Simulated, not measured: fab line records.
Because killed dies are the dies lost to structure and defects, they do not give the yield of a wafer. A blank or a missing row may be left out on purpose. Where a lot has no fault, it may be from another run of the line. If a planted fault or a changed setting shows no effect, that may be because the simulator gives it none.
Which of the tools did it? ; flow berkeley-cmos170 ; 39 wafers from 13 lots sampled at 5 of the route's 331 steps

WHAT THE GAUGES READ, wafer by wafer
UCB170_SCREENOX_THK_MEAS_02.
lot;measured;on;SCREENOX_OXIDE_THK (nm)
L612;day 5 00:57;film-metro-03;14.40 14.38 14.42
L613;day 5 13:46;film-metro-04;14.32 14.21 14.43
L614;day 6 01:55;film-metro-04;14.40 14.31 14.41
L615;day 6 08:20;film-metro-03;14.06 14.24 14.14
L616;day 6 08:20;film-metro-04;14.70 14.46 14.66
L618;day 6 16:17;film-metro-04;14.13 14.28 14.20
L620;day 6 21:31;film-metro-03;14.64 14.59 14.56
L621;day 6 21:37;film-metro-03;14.77 14.79 14.85
L624;day 7 19:38;film-metro-03;14.39 14.20 14.29
L625;day 8 04:50;film-metro-03;14.38 14.32 14.52
L629;day 8 11:55;film-metro-01;14.21 14.20 14.18
L631;day 9 08:47;film-metro-03;14.50 14.58 14.68
L632;day 9 16:18;film-metro-03;14.66 14.50 14.59

UCB170_NVT_OVL_MEAS_06.
lot;measured;on;NVT_OVL (nm)
L612;day 5 07:31;overlay-02;3 6 7
L613;day 5 19:49;overlay-02;5 2 2
L614;day 6 10:33;overlay-02;-4 9 4
L615;day 6 14:58;overlay-01;-1 -3 -5
L616;day 6 15:11;overlay-02;11 5 1
L618;day 6 20:19;overlay-02;1 2 12
L620;day 7 03:07;overlay-02;0 -2 -4
L621;day 7 02:52;overlay-01;983 986 986
L624;day 8 00:27;overlay-02;984 984 979
L625;day 8 08:57;overlay-01;987 990 991
L629;day 8 16:55;overlay-02;3 -6 2
L631;day 9 13:44;overlay-01;0 1 4
L632;day 9 19:38;overlay-02;-1 2 2

WHAT TOOL EACH LOT RAN ON (gives the tool, then ch and the chambers of the sampled wafers, and finally the start)
lot;UCB170_PWELL_STRIP_16;UCB170_ACTIVE_STRIP_16;UCB170_NVT_EXPOSE_03
L612;plasma-asher-03 ch 1, day 3 01:30;plasma-asher-02 ch 0,1, day 3 23:42;krf-scanner-01 ch 0, day 5 06:43
L613;plasma-asher-03 ch 0,1, day 3 12:12;plasma-asher-02 ch 0,1, day 4 13:16;krf-scanner-02 ch 0, day 5 19:14
L614;plasma-asher-04 ch 0,1, day 3 17:47;plasma-asher-02 ch 0,1, day 4 21:24;krf-scanner-01 ch 0, day 6 10:10
L615;plasma-asher-04 ch 0,1, day 3 21:29;plasma-asher-02 ch 0, day 5 03:41;krf-scanner-01 ch 0, day 6 14:35
L616;plasma-asher-03 ch 0,1, day 3 21:43;plasma-asher-04 ch 1, day 5 03:27;krf-scanner-01 ch 0, day 6 14:43
L618;plasma-asher-04 ch 0,1, day 4 12:00;plasma-asher-01 ch 0,1, day 5 12:02;krf-scanner-01 ch 0, day 6 19:43
L620;plasma-asher-01 ch 0,1, day 4 14:19;plasma-asher-02 ch 0,1, day 5 18:16;krf-scanner-01 ch 0, day 7 02:29
L621;plasma-asher-01 ch 0,1, day 4 20:21;plasma-asher-04 ch 0,1, day 6 00:29;krf-scanner-02 ch 0, day 7 02:19
L624;plasma-asher-01 ch 0,1, day 5 10:29;plasma-asher-04 ch 0,1, day 6 20:42;krf-scanner-02 ch 0, day 8 00:04
L625;plasma-asher-03 ch 0,1, day 5 17:40;plasma-asher-01 ch 0, day 7 04:12;krf-scanner-02 ch 0, day 8 07:44
L629;plasma-asher-04 ch 0,1, day 6 12:48;plasma-asher-04 ch 0,1, day 7 15:29;krf-scanner-01 ch 0, day 8 16:12
L631;plasma-asher-03 ch 0,1, day 7 04:08;plasma-asher-02 ch 0, day 8 05:08;krf-scanner-01 ch 0, day 9 13:21
L632;plasma-asher-01 ch 0,1, day 7 11:34;plasma-asher-01 ch 1, day 8 18:22;krf-scanner-01 ch 0, day 9 19:15
- UCB170_PWELL_STRIP_16: strips in O2.
- UCB170_ACTIVE_STRIP_16: strips in O2.
- UCB170_NVT_EXPOSE_03: exposes mask PWELL, target cd 3000 nm.

AS READ BY THE TOOLS THEMSELVES (means over the sampled wafers that have a number; for cases with no such wafer, the mark the record gives instead)
UCB170_PWELL_STRIP_16.
lot;tool;drypump-motor-current-A (A);oes-product-au (a.u.);strip-time-to-endpoint-s (s)
L612;plasma-asher-03;5.9;0.723;18.18
L613;plasma-asher-03;5.4;0.726;18.11
L614;plasma-asher-04;5.4;0.720;17.92
L615;plasma-asher-04;5.4;0.721;18.26
L616;plasma-asher-03;5.4;0.717;18.24
L618;plasma-asher-04;5.4;0.723;18.31
L620;plasma-asher-01;5.9;0.718;18.26
L621;plasma-asher-01;5.7;0.723;18.13
L624;plasma-asher-01;5.9;0.720;18.10
L625;plasma-asher-03;5.4;0.719;18.02
L629;plasma-asher-04;5.4;0.721;18.24
L631;plasma-asher-03;5.4;0.718;18.11
L632;plasma-asher-01;5.7;0.723;18.03

UCB170_ACTIVE_STRIP_16.
lot;tool;drypump-motor-current-A (A);oes-product-au (a.u.);strip-time-to-endpoint-s (s)
L612;plasma-asher-02;5.80;0.723;18.09
L613;plasma-asher-02;5.88;0.718;18.03
L614;plasma-asher-02;5.77;0.720;18.01
L615;plasma-asher-02;5.71;0.723;18.16
L616;plasma-asher-04;5.35;0.725;18.00
L618;plasma-asher-01;5.69;0.719;18.21
L620;plasma-asher-02;5.88;0.724;18.15
L621;plasma-asher-04;5.35;0.724;18.05
L624;plasma-asher-04;5.36;0.718;18.09
L625;plasma-asher-01;5.59;0.726;18.12
L629;plasma-asher-04;5.36;0.720;18.11
L631;plasma-asher-02;5.71;0.724;18.18
L632;plasma-asher-01;6.01;0.722;18.02

THE ANSWER, worked out from the rows above alone
Rule: usual is defined by the lots themselves. Put in order of their means at a reading, lots are off if they are a third of the lots or fewer, leave a main group of 4 or more, and stand apart from it by a gap of 3 or more times the standard deviation of the main group's means; of several such gaps the widest counts. If all means in a main group match to the digits the tables above print for the reading, that group is not used. Also off: a lot with no number at a reading for which 4 or more lots have one. Where the step has rows for the other lots, those lots are counted as sound. First the gauges in route order, then the tools' own readings, where a lot's mean is used as printed above. At the first step where some lot is off, the reading lying furthest off is the one used; lots without a number count as furthest.
Off: L621, L624, L625, seen at UCB170_NVT_OVL_MEAS_06 (NVT_OVL). For the main group the mean is 2 nm and the standard deviation 2.9.
If a tool, at a process step before that reading, ran all the lots that are off and no sound lot after the first of them, it fits. The gauges at UCB170_NVT_OVL_MEAS_06 are tried like those tools. One candidate fits, namely krf-scanner-02 at UCB170_NVT_EXPOSE_03. Its last sound lot is L613 (day 5 19:14), its first lot that is off L621 (day 7 02:19): a fault that began between those two fits.

WHAT THE SIMULATOR PUT IN
Scanner matching overlay: krf-scanner-02, from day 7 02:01 on, at UCB170_NVT_EXPOSE_03. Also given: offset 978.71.
Lots struck among those shown: L621, L624, L625. Same finding as the rule above.
